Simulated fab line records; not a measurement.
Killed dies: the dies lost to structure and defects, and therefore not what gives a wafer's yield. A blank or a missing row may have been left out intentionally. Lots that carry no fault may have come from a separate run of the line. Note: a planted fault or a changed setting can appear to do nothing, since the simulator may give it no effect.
Shared-tool check -- flow berkeleyCmos170 -- 15 lots, 45 wafers sampled

== WHY THIS WAS OPENED ==
3 of 15 lots carry a flag on the reading PSD_TW at UCB170_PSD_TW_MEAS_10. Wafers without a fault read 2345, standard deviation 20.
Rule: flag the lot when none of its wafers has a number, or when each of its wafers that has one lies beyond 4 standard deviations from that mean. As for the other lots, they are considered sound.

lot,measured,on,"PSD_TW, wafer by wafer",flag
L694,day 6 15:05,filmMetro-04,2339 2362 2356,
L696,day 7 03:22,filmMetro-01,2318 2322 2319,
L695,day 7 03:32,filmMetro-03,2346 2340 2340,
L698,day 7 13:16,filmMetro-03,2335 2348 2341,
L701,day 8 06:43,filmMetro-01,2335 2318 2330,
L700,day 8 10:32,filmMetro-04,2365 2349 2367,
L702,day 8 10:41,filmMetro-03,30 30 30,FLAGGED
L703,day 9 00:28,filmMetro-01,30 30 30,FLAGGED
L704,day 9 11:56,filmMetro-04,31 30 30,FLAGGED
L711,day 10 02:47,filmMetro-03,2366 2357 2377,
L713,day 11 05:49,filmMetro-01,2318 2337 2345,
L714,day 11 06:05,filmMetro-04,2341 2344 2349,
L715,day 11 06:50,filmMetro-04,2347 2343 2343,
L712,day 11 06:55,filmMetro-01,2332 2333 2333,
L716,day 12 00:26,filmMetro-03,2344 2351 2349,
On average the flagged lots read 30, which is -2315 against the usual, or -99 or more standard deviations.

== LOT BY LOT: THE TOOL USED ==
3 process steps preceding the reading are held in the record, out of 331 steps in the route. In each cell: the tool, then ch and the chambers that the sampled wafers went through, then the start.
lot,flag,UCB170_PVT_STRIP_08,UCB170_PSD_IMPLANT_08,UCB170_PSD_STRIP_09
L694,,"plasmaAsher-03 ch 0,1, day 5 13:23","implanter-03 ch 0, day 6 14:52","plasmaAsher-04 ch 0,1, day 6 14:59"
L696,,"plasmaAsher-03 ch 0,1, day 6 03:04","implanter-03 ch 0, day 7 03:07","plasmaAsher-04 ch 0,1, day 7 03:16"
L695,,"plasmaAsher-04 ch 0,1, day 6 03:27","implanter-01 ch 0, day 7 03:18","plasmaAsher-02 ch 1, day 7 03:25"
L698,,"plasmaAsher-02 ch 0,1, day 6 13:40","implanter-04 ch 0, day 7 13:01","plasmaAsher-03 ch 0,1, day 7 13:10"
L701,,"plasmaAsher-02 ch 0,1, day 7 06:10","implanter-03 ch 0, day 8 06:28","plasmaAsher-02 ch 0,1, day 8 06:37"
L700,,"plasmaAsher-03 ch 0,1, day 7 06:53","implanter-01 ch 0, day 8 10:17","plasmaAsher-02 ch 0,1, day 8 10:26"
L702,FLAGGED,"plasmaAsher-04 ch 0,1, day 7 07:01","implanter-04, day 8 10:28","plasmaAsher-04 ch 0,1, day 8 10:35"
L703,FLAGGED,"plasmaAsher-03 ch 0, day 7 18:56","implanter-01, day 9 00:13","plasmaAsher-03 ch 0, day 9 00:22"
L704,FLAGGED,"plasmaAsher-02 ch 0,1, day 8 06:58","implanter-01, day 9 11:43","plasmaAsher-02 ch 0,1, day 9 11:51"
L711,,"plasmaAsher-03 ch 0,1, day 9 06:06","implanter-01 ch 0, day 10 02:34","plasmaAsher-02 ch 0,1, day 10 02:42"
L713,,"plasmaAsher-03 ch 0,1, day 10 07:03","implanter-04 ch 0, day 11 05:34","plasmaAsher-03 ch 0,1, day 11 05:43"
L714,,"plasmaAsher-02 ch 0,1, day 10 10:26","implanter-03 ch 0, day 11 05:50","plasmaAsher-04 ch 0,1, day 11 05:59"
L715,,"plasmaAsher-04 ch 0,1, day 10 10:48","implanter-01 ch 0, day 11 06:37","plasmaAsher-03 ch 0,1, day 11 06:44"
L712,,"plasmaAsher-03 ch 0,1, day 10 06:49","implanter-04 ch 0, day 11 06:42","plasmaAsher-02 ch 0,1, day 11 06:50"
L716,,"plasmaAsher-03 ch 0, day 11 00:19","implanter-01 ch 0, day 12 00:11","plasmaAsher-03 ch 0,1, day 12 00:20"
What the steps here do:
- UCB170_PVT_STRIP_08: strips in O2.
- UCB170_PSD_IMPLANT_08
- UCB170_PSD_STRIP_09: strips in O2.
- UCB170_PSD_TW_MEAS_10

== FLAGGED OVER TOTAL, TOOL BY TOOL (the gauges that took the reading come last) ==
step,tool,lots run,flagged,share of the flagged lots,sound lots run after its first flagged lot
UCB170_PVT_STRIP_08,plasmaAsher-02,4,1,some,1 (L714)
UCB170_PVT_STRIP_08,plasmaAsher-03,8,1,some,"4 (L711,L712,L713,L716)"
UCB170_PVT_STRIP_08,plasmaAsher-04,3,1,some,1 (L715)
UCB170_PSD_IMPLANT_08,implanter-01,7,2,some,"3 (L711,L715,L716)"
UCB170_PSD_IMPLANT_08,implanter-03,4,0,none,-
UCB170_PSD_IMPLANT_08,implanter-04,4,1,some,"2 (L713,L712)"
UCB170_PSD_STRIP_09,plasmaAsher-02,6,1,some,"2 (L711,L712)"
UCB170_PSD_STRIP_09,plasmaAsher-03,5,1,some,"3 (L713,L715,L716)"
UCB170_PSD_STRIP_09,plasmaAsher-04,4,1,some,1 (L714)
UCB170_PSD_TW_MEAS_10,filmMetro-01,5,1,some,"2 (L713,L712)"
UCB170_PSD_TW_MEAS_10,filmMetro-03,5,1,some,"2 (L711,L716)"
UCB170_PSD_TW_MEAS_10,filmMetro-04,5,1,some,"2 (L714,L715)"

== THE TABLE: WHAT IT ALLOWS ==
No row of the table ran every flagged lot.

== WHAT THE SIMULATOR HAD PUT IN ==
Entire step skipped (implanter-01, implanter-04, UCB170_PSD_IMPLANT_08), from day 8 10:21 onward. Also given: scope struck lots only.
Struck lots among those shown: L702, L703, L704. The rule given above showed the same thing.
